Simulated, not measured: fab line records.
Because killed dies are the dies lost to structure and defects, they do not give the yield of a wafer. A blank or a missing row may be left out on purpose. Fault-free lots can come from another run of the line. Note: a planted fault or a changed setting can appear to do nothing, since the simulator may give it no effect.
fab line records / flow berkeley-cmos170
record lots=5 wafers=15 last-day=11
route steps=331 shown NLDD@161
lots that met no fault: from a run of the same line without faults
start-h: the number of hours between the record's first day and the start of the first shown wafer of the lot / wait-h: time in hours since the lot's previous step / " same as the row above / L1.1+2: a row that stands for several wafers / - no value, or no start was given / * or withheld: withheld / < > ~ a bound
route shown NAME@n: names a module that has steps shown in the file, with the first one's number in the route / usual: average and standard deviation across the fault-free wafers / same: alike in all rows / chamber/n: place in a boat / sites: the reading at each site / _std_site: standard deviation of those values / _edge_site: the outer-site mean with the inner-site mean subtracted / radius-mm: for every site, how far away it sits from the centre of the wafer / mask NAME#n: copy n / behind: the tool/chamber that last shaped the wafer / hold: what put the lot on hold/how long, in hours/how the hold closed / device: names the non-switching transistor (n, p or np) / end of line: at the end of the route, the tests of the same wafers / for a step that has no rows: nothing shown but its recipe / killed: count of dies lost to structure and defects at first sort (not the wafer's yield) / map: a wafer's dies, x killed, . not, _ none there
set.NAME: the setting as run; set.NAME@STEP: as run at that earlier step / model.NAME: the simulator's own value behind a step, which no gauge read
a table for each step, a row for each wafer; lots at some steps of the route
services: when a tool's chamber went out of use (start-h, in hours from the record's first day, below 0 if earlier), for how many hours, and the reason
## steps
# step UCB170_NLDD_EXPOSE_03
# recipe mask-id=NSELECT na=0.5 sigma-outer=0.6 source-shape=conventional target-cd-nm=1200 dose-mj=30
lot.wafer=L077.2+3+5 tool=krf-scanner-01 chamber=0 start-h=135.88 wait-h=0.2 mask=NSELECT#0
lot.wafer=L081.2+3+5 tool=krf-scanner-01 chamber=0 start-h=150.89 wait-h=0.1 mask=NSELECT#0
lot.wafer=L092.1+2+5 tool=krf-scanner-01 chamber=0 start-h=221.74 wait-h=0.2 mask=NSELECT#0
lot.wafer=L090.1+5+6 tool=krf-scanner-02 chamber=0 start-h=221.98 wait-h=0.3 mask=NSELECT#0
lot.wafer=L091.2+3+5 tool=krf-scanner-01 chamber=0 start-h=222.24 wait-h=0.2 mask=NSELECT#0
# step UCB170_NLDD_PEB_04
# recipe peb-temp-c=130 peb-time-s=withheld resist=KrF
# usual chill-plate-temp-C=23.01/0.1
lot.wafer=L077.2 tool=litho-track-03 chamber=0 start-h=136.00 wait-h=0.1 chill-plate-temp-C=22.80
lot.wafer=L077.3 tool=litho-track-03 chamber=0 start-h=136.00 wait-h=0.1 chill-plate-temp-C=22.84
lot.wafer=L077.5 tool=litho-track-03 chamber=0 start-h=136.00 wait-h=0.1 chill-plate-temp-C=22.97
lot.wafer=L081.2 tool=litho-track-04 chamber=0 start-h=151.17 wait-h=0.3 chill-plate-temp-C=23.00
lot.wafer=L081.3 tool=litho-track-04 chamber=0 start-h=151.17 wait-h=0.3 chill-plate-temp-C=22.88
lot.wafer=L081.5 tool=litho-track-04 chamber=0 start-h=151.17 wait-h=0.3 chill-plate-temp-C=23.07
lot.wafer=L092.1 tool=litho-track-01 chamber=0 start-h=221.86 wait-h=0.1 chill-plate-temp-C=23.11
lot.wafer=L092.2 tool=litho-track-01 chamber=0 start-h=221.86 wait-h=0.1 chill-plate-temp-C=22.94
lot.wafer=L092.5 tool=litho-track-01 chamber=0 start-h=221.86 wait-h=0.1 chill-plate-temp-C=22.96
lot.wafer=L090.1 tool=litho-track-03 chamber=0 start-h=222.10 wait-h=0.1 chill-plate-temp-C=22.97
lot.wafer=L090.5 tool=litho-track-03 chamber=0 start-h=222.10 wait-h=0.1 chill-plate-temp-C=23.00
lot.wafer=L090.6 tool=litho-track-03 chamber=0 start-h=222.10 wait-h=0.1 chill-plate-temp-C=22.94
lot.wafer=L091.2 tool=litho-track-04 chamber=0 start-h=222.37 wait-h=0.1 chill-plate-temp-C=23.03
lot.wafer=L091.3 tool=litho-track-04 chamber=0 start-h=222.37 wait-h=0.1 chill-plate-temp-C=23.02
lot.wafer=L091.5 tool=litho-track-04 chamber=0 start-h=222.37 wait-h=0.1 chill-plate-temp-C=23.00
# step UCB170_NLDD_DEVELOP_05
# recipe developer=TMAH develop-time-s=45 resist=KrF dev-temp-c=21
# usual chill-plate-temp-C=23.02/0.1
lot.wafer=L077.2 tool=litho-track-03 chamber=0 start-h=- wait-h=- chill-plate-temp-C=22.97
lot.wafer=L077.3 tool=litho-track-03 chamber=0 start-h=- wait-h=- chill-plate-temp-C=22.97
lot.wafer=L077.5 tool=litho-track-03 chamber=0 start-h=- wait-h=- chill-plate-temp-C=23.00
lot.wafer=L081.2 tool=litho-track-04 chamber=0 start-h=- wait-h=- chill-plate-temp-C=23.13
lot.wafer=L081.3 tool=litho-track-04 chamber=0 start-h=- wait-h=- chill-plate-temp-C=23.02
lot.wafer=L081.5 tool=litho-track-04 chamber=0 start-h=- wait-h=- chill-plate-temp-C=23.13
lot.wafer=L092.1 tool=litho-track-01 chamber=0 start-h=- wait-h=- chill-plate-temp-C=23.00
lot.wafer=L092.2 tool=litho-track-01 chamber=0 start-h=- wait-h=- chill-plate-temp-C=22.96
lot.wafer=L092.5 tool=litho-track-01 chamber=0 start-h=- wait-h=- chill-plate-temp-C=22.99
lot.wafer=L090.1 tool=litho-track-03 chamber=0 start-h=- wait-h=- chill-plate-temp-C=23.13
lot.wafer=L090.5 tool=litho-track-03 chamber=0 start-h=- wait-h=- chill-plate-temp-C=22.94
lot.wafer=L090.6 tool=litho-track-03 chamber=0 start-h=- wait-h=- chill-plate-temp-C=23.00
lot.wafer=L091.2 tool=litho-track-04 chamber=0 start-h=- wait-h=- chill-plate-temp-C=23.00
lot.wafer=L091.3 tool=litho-track-04 chamber=0 start-h=- wait-h=- chill-plate-temp-C=22.97
lot.wafer=L091.5 tool=litho-track-04 chamber=0 start-h=- wait-h=- chill-plate-temp-C=23.12
# step UCB170_NLDD_CD_MEAS_06
# recipe target-cd-nm=1200
# usual cd-nm=1200.0/1.2
lot.wafer=L077.2 tool=cd-sem-01 chamber=- start-h=136.27 wait-h=- cd-nm=1200.6
lot.wafer=L077.3 tool=cd-sem-01 chamber=- start-h=136.27 wait-h=- cd-nm=1199.0
lot.wafer=L077.5 tool=cd-sem-01 chamber=- start-h=136.27 wait-h=- cd-nm=1200.0
lot.wafer=L081.2 tool=cd-sem-01 chamber=- start-h=151.44 wait-h=- cd-nm=1198.9
lot.wafer=L081.3 tool=cd-sem-01 chamber=- start-h=151.44 wait-h=- cd-nm=1199.7
lot.wafer=L081.5 tool=cd-sem-01 chamber=- start-h=151.44 wait-h=- cd-nm=1198.8
lot.wafer=L092.1 tool=cd-sem-01 chamber=- start-h=222.13 wait-h=- cd-nm=1197.8
lot.wafer=L092.2 tool=cd-sem-01 chamber=- start-h=222.13 wait-h=- cd-nm=1199.8
lot.wafer=L092.5 tool=cd-sem-01 chamber=- start-h=222.13 wait-h=- cd-nm=1199.6
lot.wafer=L090.1 tool=cd-sem-01 chamber=- start-h=222.37 wait-h=- cd-nm=1199.4
lot.wafer=L090.5 tool=cd-sem-01 chamber=- start-h=222.37 wait-h=- cd-nm=1200.2
lot.wafer=L090.6 tool=cd-sem-01 chamber=- start-h=222.37 wait-h=- cd-nm=1199.1
lot.wafer=L091.2 tool=cd-sem-01 chamber=- start-h=222.64 wait-h=- cd-nm=1200.8
lot.wafer=L091.3 tool=cd-sem-01 chamber=- start-h=222.64 wait-h=- cd-nm=1200.9
lot.wafer=L091.5 tool=cd-sem-01 chamber=- start-h=222.64 wait-h=- cd-nm=1200.9
# step UCB170_NLDD_OVL_MEAS_07
# usual NLDD_OVL=-2/5.3
lot.wafer=L077.2 tool=overlay-02 chamber=- start-h=136.38 wait-h=0.1 NLDD_OVL[nm]=-11
lot.wafer=L077.3 tool=overlay-02 chamber=- start-h=136.38 wait-h=0.1 NLDD_OVL[nm]=-13
lot.wafer=L077.5 tool=overlay-02 chamber=- start-h=136.38 wait-h=0.1 NLDD_OVL[nm]=-12
lot.wafer=L081.2 tool=overlay-02 chamber=- start-h=151.55 wait-h=0.1 NLDD_OVL[nm]=5
lot.wafer=L081.3 tool=overlay-02 chamber=- start-h=151.55 wait-h=0.1 NLDD_OVL[nm]=1
lot.wafer=L081.5 tool=overlay-02 chamber=- start-h=151.55 wait-h=0.1 NLDD_OVL[nm]=1
lot.wafer=L092.1 tool=overlay-02 chamber=- start-h=222.25 wait-h=0.1 NLDD_OVL[nm]=4
lot.wafer=L092.2 tool=overlay-02 chamber=- start-h=222.25 wait-h=0.1 NLDD_OVL[nm]=0
lot.wafer=L092.5 tool=overlay-02 chamber=- start-h=222.25 wait-h=0.1 NLDD_OVL[nm]=4
lot.wafer=L090.1 tool=overlay-01 chamber=- start-h=222.49 wait-h=0.1 NLDD_OVL[nm]=-4
lot.wafer=L090.5 tool=overlay-01 chamber=- start-h=222.49 wait-h=0.1 NLDD_OVL[nm]=-4
lot.wafer=L090.6 tool=overlay-01 chamber=- start-h=222.49 wait-h=0.1 NLDD_OVL[nm]=-5
lot.wafer=L091.2 tool=overlay-02 chamber=- start-h=222.74 wait-h=0.1 NLDD_OVL[nm]=-6
lot.wafer=L091.3 tool=overlay-02 chamber=- start-h=222.74 wait-h=0.1 NLDD_OVL[nm]=0
lot.wafer=L091.5 tool=overlay-02 chamber=- start-h=222.74 wait-h=0.1 NLDD_OVL[nm]=-1
# step UCB170_NLDD_IMPLANT_08
# recipe species=As dose-cm2=5e+13 energy-kev=30 tilt-deg=7 rotation-deg=0
# usual beam-energy-keV=30.002/0.011
lot.wafer=L077.2 tool=implanter-04 chamber=0 start-h=136.43 wait-h=0.0 beam-energy-keV=30.002
lot.wafer=L077.3 tool=implanter-04 chamber=0 start-h=136.43 wait-h=0.0 beam-energy-keV=29.995
lot.wafer=L077.5 tool=implanter-04 chamber=0 start-h=136.43 wait-h=0.0 beam-energy-keV=30.014
lot.wafer=L081.2 tool=implanter-04 chamber=0 start-h=151.60 wait-h=0.0 beam-energy-keV=29.986
lot.wafer=L081.3 tool=implanter-04 chamber=0 start-h=151.60 wait-h=0.0 beam-energy-keV=30.002
lot.wafer=L081.5 tool=implanter-04 chamber=0 start-h=151.60 wait-h=0.0 beam-energy-keV=29.986
lot.wafer=L092.1 tool=implanter-04 chamber=0 start-h=222.29 wait-h=0.0 beam-energy-keV=30.001
lot.wafer=L092.2 tool=implanter-04 chamber=0 start-h=222.29 wait-h=0.0 beam-energy-keV=30.006
lot.wafer=L092.5 tool=implanter-04 chamber=0 start-h=222.29 wait-h=0.0 beam-energy-keV=29.996
lot.wafer=L090.1 tool=implanter-02 chamber=0 start-h=222.53 wait-h=0.0 beam-energy-keV=30.011
lot.wafer=L090.5 tool=implanter-02 chamber=0 start-h=222.53 wait-h=0.0 beam-energy-keV=29.999
lot.wafer=L090.6 tool=implanter-02 chamber=0 start-h=222.53 wait-h=0.0 beam-energy-keV=30.002
lot.wafer=L091.2 tool=implanter-03 chamber=0 start-h=222.80 wait-h=0.0 beam-energy-keV=29.994
lot.wafer=L091.3 tool=implanter-03 chamber=0 start-h=222.80 wait-h=0.0 beam-energy-keV=29.989
lot.wafer=L091.5 tool=implanter-03 chamber=0 start-h=222.80 wait-h=0.0 beam-energy-keV=29.989
# step UCB170_NLDD_IMPLANT_09
# recipe species=As dose-cm2=5e+13 energy-kev=30 tilt-deg=7 rotation-deg=180
# usual beam-energy-keV=30.000/0.0094
lot.wafer=L077.2 tool=implanter-04 chamber=0 start-h=136.58 wait-h=0.1 beam-energy-keV=30.003
lot.wafer=L077.3 tool=implanter-04 chamber=0 start-h=136.58 wait-h=0.1 beam-energy-keV=30.008
lot.wafer=L077.5 tool=implanter-04 chamber=0 start-h=136.58 wait-h=0.1 beam-energy-keV=29.995
lot.wafer=L081.2 tool=implanter-04 chamber=0 start-h=151.75 wait-h=0.1 beam-energy-keV=29.978
lot.wafer=L081.3 tool=implanter-04 chamber=0 start-h=151.75 wait-h=0.1 beam-energy-keV=29.987
lot.wafer=L081.5 tool=implanter-04 chamber=0 start-h=151.75 wait-h=0.1 beam-energy-keV=29.989
lot.wafer=L092.1 tool=implanter-04 chamber=0 start-h=222.44 wait-h=0.1 beam-energy-keV=30.022
lot.wafer=L092.2 tool=implanter-04 chamber=0 start-h=222.44 wait-h=0.1 beam-energy-keV=30.016
lot.wafer=L092.5 tool=implanter-04 chamber=0 start-h=222.44 wait-h=0.1 beam-energy-keV=30.015
lot.wafer=L090.1 tool=implanter-02 chamber=0 start-h=222.68 wait-h=0.1 beam-energy-keV=30.006
lot.wafer=L090.5 tool=implanter-02 chamber=0 start-h=222.68 wait-h=0.1 beam-energy-keV=30.002
lot.wafer=L090.6 tool=implanter-02 chamber=0 start-h=222.68 wait-h=0.1 beam-energy-keV=30.012
lot.wafer=L091.2 tool=implanter-03 chamber=0 start-h=222.95 wait-h=0.1 beam-energy-keV=29.991
lot.wafer=L091.3 tool=implanter-03 chamber=0 start-h=222.95 wait-h=0.1 beam-energy-keV=29.993
lot.wafer=L091.5 tool=implanter-03 chamber=0 start-h=222.95 wait-h=0.1 beam-energy-keV=29.991
## services
tool=implanter-02 chamber=- start-h=123.18 hours=12.3 kind=pm
tool=implanter-04 chamber=- start-h=124.68 hours=2.3 kind=repair
tool=krf-scanner-02 chamber=- start-h=133.09 hours=1.3 kind=pm
tool=implanter-02 chamber=- start-h=146.37 hours=7.8 kind=repair
tool=krf-scanner-01 chamber=- start-h=146.49 hours=1.0 kind=pm
tool=krf-scanner-01 chamber=0 start-h=161.73 hours=- kind=calibration
tool=krf-scanner-01 chamber=- start-h=167.05 hours=1.3 kind=repair
tool=implanter-03 chamber=- start-h=186.39 hours=2.2 kind=repair
tool=krf-scanner-02 chamber=- start-h=206.05 hours=1.0 kind=pm
tool=implanter-04 chamber=- start-h=215.51 hours=1.2 kind=repair
## key
fault none
